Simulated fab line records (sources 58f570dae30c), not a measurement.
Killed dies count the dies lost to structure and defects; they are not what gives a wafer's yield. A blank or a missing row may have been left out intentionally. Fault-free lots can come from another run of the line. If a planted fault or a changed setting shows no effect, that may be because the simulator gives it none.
A lot that was struck, set against a sound lot | flow berkeley_cmos170 | 28 steps out of a route of 331
Sound: these wafers, L773.1, L773.4, L773.5. The struck wafers were L761.2, L761.3, L761.4. At the end, the cause is stated.
Order at every step that has rows: each side's tool, ch and its chambers, its first start. Under that, the readings that differ: sound wafers | struck wafers | difference of the means | sigmas: that difference in standard deviations of wafers without a fault.
alike: readings with means less than 2 such deviations apart, plus words and numbers identical on both sides. not compared: withheld readings, readings lacking a value on some wafer, bounds such as >300 that could conceal the same value, and numbers that have no deviation in the record and whose values overlap.
A row with sigmas, a row that says differs or no value, or rows on one side alone: a step with any of these is where the two part. Numbers that have no deviation but don't overlap get no sigmas and don't part them. Lack of a reading on every wafer of one side parts them only where that side has two or more wafers.

UCB170_PWELL_STRIP_16: strips in O2.
  sound on plasma_asher-02 ch 0,1, day 7 16:31; struck on plasma_asher-03 ch 0,1, day 5 05:59
  alike: drypump_motor_current_A, oes_product_au, strip_time_to_endpoint_s
  not compared: rf_hours_counter_h
UCB170_PWELL_TW_MEAS_17:
  struck on film_metro-02, day 5 06:05; sound on film_metro-02, day 7 16:37
  alike: PWELL_TW
then, 5 steps without rows for these wafers: UCB170_PWELL_CLEAN_18 (cleans in SPM, time 600 s); UCB170_PWELL_WET_ETCH_19 (etches Si3N4 in H3PO4, time 14400 s); UCB170_PWELL_WET_ETCH_20 (etches SiO2 in BOE, time 22 s); UCB170_WELLDRIVE_CLEAN_00 (cleans in SPM, time 600 s); UCB170_WELLDRIVE_OXIDATION_01 (target thk 199 nm, ox time 9000 s).
UCB170_WELLDRIVE_THK_MEAS_02:
  struck on film_metro-02, day 5 19:06; sound on film_metro-03, day 8 03:43
  alike: WELLDRIVE_OXIDE_THK
then, 4 steps without rows for these wafers: UCB170_WELLDRIVE_ANNEAL_03 (time 900 s); UCB170_WELLDRIVE_WET_ETCH_04 (etches SiO2 in BOE, time 120 s); UCB170_ACTIVE_CLEAN_00 (cleans in SPM, time 600 s); UCB170_ACTIVE_CLEAN_01 (cleans in dHF, time 60 s).
UCB170_ACTIVE_OXIDATION_02: target thk 26.4 nm, ox time 1260 s.
  sound on furnace-01 ch 0, day 8 14:24; struck on furnace-04 ch 0, day 6 04:45
UCB170_ACTIVE_THK_MEAS_03:
  struck on film_metro-01, day 6 06:07; sound on film_metro-03, day 8 15:45
  reading               | sound          | struck         | difference | sigmas
  ACTIVE_OXIDE_THK (nm) | 26.6 27.1 26.3 | 40.3 40.8 39.9 | +13.7      | +20
then, 2 steps without rows for these wafers: UCB170_ACTIVE_ANNEAL_04 (time 900 s); UCB170_ACTIVE_CVD_05 (deposits Si3N4 from SiH2Cl2/NH3, target thk 220 nm, time 3300 s).
UCB170_ACTIVE_THK_MEAS_06:
  struck on film_metro-04, day 6 10:26; sound on film_metro-01, day 8 23:25
  alike: ACTIVE_NITRIDE_THK
then, 6 steps without rows for these wafers: UCB170_ACTIVE_HMDS_07 (prime time 60 s); UCB170_ACTIVE_COAT_08 (resist thk 900 nm); UCB170_ACTIVE_SOFTBAKE_09 (time 60 s); UCB170_ACTIVE_EXPOSE_10 (exposes mask ACTIVE, target cd 1200 nm); UCB170_ACTIVE_PEB_11; UCB170_ACTIVE_DEVELOP_12 (develop time 45 s).
UCB170_ACTIVE_CD_MEAS_13 targets a cd of 1200 nm.
  struck on cd_sem-01, day 6 11:59; sound on cd_sem-01, day 9 01:10
  alike: cd_nm
UCB170_ACTIVE_OVL_MEAS_14:
  struck on overlay-02, day 6 12:06; sound on overlay-02, day 9 01:17
  alike: ACTIVE_OVL
UCB170_ACTIVE_ETCH_15: etches Si3N4 in CH3F/Ar/O2, stops on SiO2, target depth 242 nm, time 151 s.
  sound on rie_diel-04 ch 1,2,3, day 9 01:19; struck on rie_diel-03 ch 0,2,3, day 6 12:08
  reading                                       | sound             | struck            | difference | sigmas
  model.SiO2_of_ACTIVE_OXIDATION_02.thk_nm (nm) | 23.07 23.64 22.76 | 36.88 37.31 36.08 | +13.60     |
  alike: drypump_motor_current_A, oes_product_au, throttle_valve_pct
  not compared: rf_hours_counter_h
UCB170_ACTIVE_STRIP_16: strips in O2.
  sound on plasma_asher-02 ch 0,1, day 9 01:25; struck on plasma_asher-03 ch 0,1, day 6 12:14
  reading               | sound             | struck            | difference | sigmas
  oes_product_au (a.u.) | 0.729 0.723 0.730 | 0.711 0.718 0.719 | -0.011     | -2
  alike: drypump_motor_current_A, strip_time_to_endpoint_s
  not compared: rf_hours_counter_h
UCB170_M3_PROBE_99:
  rows exist in the record for the sound wafers here (prober-02, day 13 12:19), none for the struck ones

== WHERE THEY PART ==
At UCB170_ACTIVE_THK_MEAS_03 first; at UCB170_M3_PROBE_99 last (within this record only).

WHY: what the simulator had put in
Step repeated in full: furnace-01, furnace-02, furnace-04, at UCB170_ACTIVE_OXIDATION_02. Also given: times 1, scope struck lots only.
